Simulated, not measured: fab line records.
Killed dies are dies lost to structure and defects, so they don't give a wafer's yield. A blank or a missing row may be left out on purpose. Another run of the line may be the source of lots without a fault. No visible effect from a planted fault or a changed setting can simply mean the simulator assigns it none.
Shared-tool check / flow berkeley-cmos170 / 14 lots, 42 wafers sampled

== WHY THIS WAS OPENED ==
At UCB170_SDANNEAL_RS_MEAS_05 the reading NLDD_RS is flagged on 2 of 14 lots. Wafers without a fault read 616.6 ohm/sq, standard deviation 1.6.
Rule: a lot gets a flag if all its wafers with a number sit over 4 standard deviations from that mean, or if no wafer of it has a number. The rest of the lots are taken to be sound.

lot=L454; measured=day 8 09:03; on=film-metro-02; NLDD_RS (ohm/sq), wafer by wafer=619.8 618.9 618.2; flag=
lot=L453; measured=day 8 09:04; on=film-metro-01; NLDD_RS (ohm/sq), wafer by wafer=613.8 613.6 614.0; flag=
lot=L455; measured=day 8 22:16; on=film-metro-04; NLDD_RS (ohm/sq), wafer by wafer=614.5 615.1 614.9; flag=
lot=L457; measured=day 9 02:49; on=film-metro-01; NLDD_RS (ohm/sq), wafer by wafer=615.4 616.5 616.6; flag=
lot=L456; measured=day 9 03:39; on=film-metro-04; NLDD_RS (ohm/sq), wafer by wafer=615.7 612.9 615.3; flag=
lot=L459; measured=day 9 13:43; on=film-metro-04; NLDD_RS (ohm/sq), wafer by wafer=616.5 618.1 617.5; flag=
lot=L460; measured=day 9 13:59; on=film-metro-01; NLDD_RS (ohm/sq), wafer by wafer=619.8 617.0 617.5; flag=
lot=L463; measured=day 10 12:15; on=film-metro-02; NLDD_RS (ohm/sq), wafer by wafer=616.5 617.1 618.0; flag=
lot=L465; measured=day 11 01:41; on=film-metro-01; NLDD_RS (ohm/sq), wafer by wafer=641.3 640.3 641.6; flag=FLAGGED
lot=L467; measured=day 11 23:52; on=film-metro-04; NLDD_RS (ohm/sq), wafer by wafer=615.4 615.2 616.9; flag=
lot=L471; measured=day 12 16:27; on=film-metro-02; NLDD_RS (ohm/sq), wafer by wafer=643.3 644.7 642.7; flag=FLAGGED
lot=L472; measured=day 12 16:34; on=film-metro-01; NLDD_RS (ohm/sq), wafer by wafer=616.3 616.3 615.8; flag=
lot=L473; measured=day 12 16:55; on=film-metro-04; NLDD_RS (ohm/sq), wafer by wafer=616.6 618.1 617.4; flag=
lot=L475; measured=day 13 16:02; on=film-metro-04; NLDD_RS (ohm/sq), wafer by wafer=616.5 619.3 618.3; flag=
On average the flagged lots' numbers are 642.3 ohm/sq, which is +25.7 ohm/sq against the usual, or +16 standard deviations.

== WHICH TOOL EACH LOT WENT THROUGH ==
The record holds 1 process step before the reading, out of a route of 331 steps. Read each cell as the tool, then ch plus the chambers that the sampled wafers visited, then the start.
lot=L454; flag=; UCB170_NLDD_IMPLANT_08=implanter-01 ch 0, day 7 19:35
lot=L453; flag=; UCB170_NLDD_IMPLANT_08=implanter-03 ch 0, day 7 19:10
lot=L455; flag=; UCB170_NLDD_IMPLANT_08=implanter-03 ch 0, day 8 07:24
lot=L457; flag=; UCB170_NLDD_IMPLANT_08=implanter-04 ch 0, day 8 15:02
lot=L456; flag=; UCB170_NLDD_IMPLANT_08=implanter-03 ch 0, day 8 15:29
lot=L459; flag=; UCB170_NLDD_IMPLANT_08=implanter-01 ch 0, day 9 02:33
lot=L460; flag=; UCB170_NLDD_IMPLANT_08=implanter-03 ch 0, day 9 02:08
lot=L463; flag=; UCB170_NLDD_IMPLANT_08=implanter-01 ch 0, day 9 22:59
lot=L465; flag=FLAGGED; UCB170_NLDD_IMPLANT_08=implanter-03 ch 0, day 10 10:32
lot=L467; flag=; UCB170_NLDD_IMPLANT_08=implanter-01 ch 0, day 11 07:34
lot=L471; flag=FLAGGED; UCB170_NLDD_IMPLANT_08=implanter-03 ch 0, day 12 00:32
lot=L472; flag=; UCB170_NLDD_IMPLANT_08=implanter-01 ch 0, day 12 07:17
lot=L473; flag=; UCB170_NLDD_IMPLANT_08=implanter-04 ch 0, day 12 07:32
lot=L475; flag=; UCB170_NLDD_IMPLANT_08=implanter-01 ch 0, day 13 05:07
What the steps here do:
- UCB170_NLDD_IMPLANT_08
- UCB170_SDANNEAL_RS_MEAS_05: measures by four-point-probe.

== FLAGGED AGAINST TOTAL, ONE TOOL AT A TIME (gauges that did the reading follow at the end) ==
step=UCB170_NLDD_IMPLANT_08; tool=implanter-01; lots run=6; flagged=0; share of the flagged lots=none; sound lots run after its first flagged lot=-
step=UCB170_NLDD_IMPLANT_08; tool=implanter-03; lots run=6; flagged=2; share of the flagged lots=all; sound lots run after its first flagged lot=0
step=UCB170_NLDD_IMPLANT_08; tool=implanter-04; lots run=2; flagged=0; share of the flagged lots=none; sound lots run after its first flagged lot=-
step=UCB170_SDANNEAL_RS_MEAS_05; tool=film-metro-01; lots run=5; flagged=1; share of the flagged lots=some; sound lots run after its first flagged lot=1 (L472)
step=UCB170_SDANNEAL_RS_MEAS_05; tool=film-metro-02; lots run=3; flagged=1; share of the flagged lots=some; sound lots run after its first flagged lot=0
step=UCB170_SDANNEAL_RS_MEAS_05; tool=film-metro-04; lots run=6; flagged=0; share of the flagged lots=none; sound lots run after its first flagged lot=-

== WHAT THE TABLE PERMITS ==
In the table, 1 row covers all flagged lots: implanter-03 at UCB170_NLDD_IMPLANT_08.
- implanter-03 at UCB170_NLDD_IMPLANT_08: 2 of its 6 lots flagged. A fault beginning between L460 (day 9 02:08), its last sound lot, and L465 (day 10 10:32), its first flagged one, fits the data. Its own readings lie more than 4 standard deviations out on every wafer of the flagged lots: dose-ions-cm2, faraday-current-uA.
Just one tool remains: implanter-03 at UCB170_NLDD_IMPLANT_08.

== WHAT THE SIMULATOR HAD INSERTED ==
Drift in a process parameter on implanter-03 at UCB170_NLDD_IMPLANT_08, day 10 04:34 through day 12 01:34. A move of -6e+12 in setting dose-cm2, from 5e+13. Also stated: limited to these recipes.
Lots struck among those shown: L465, L471. The rule given above showed the same thing.
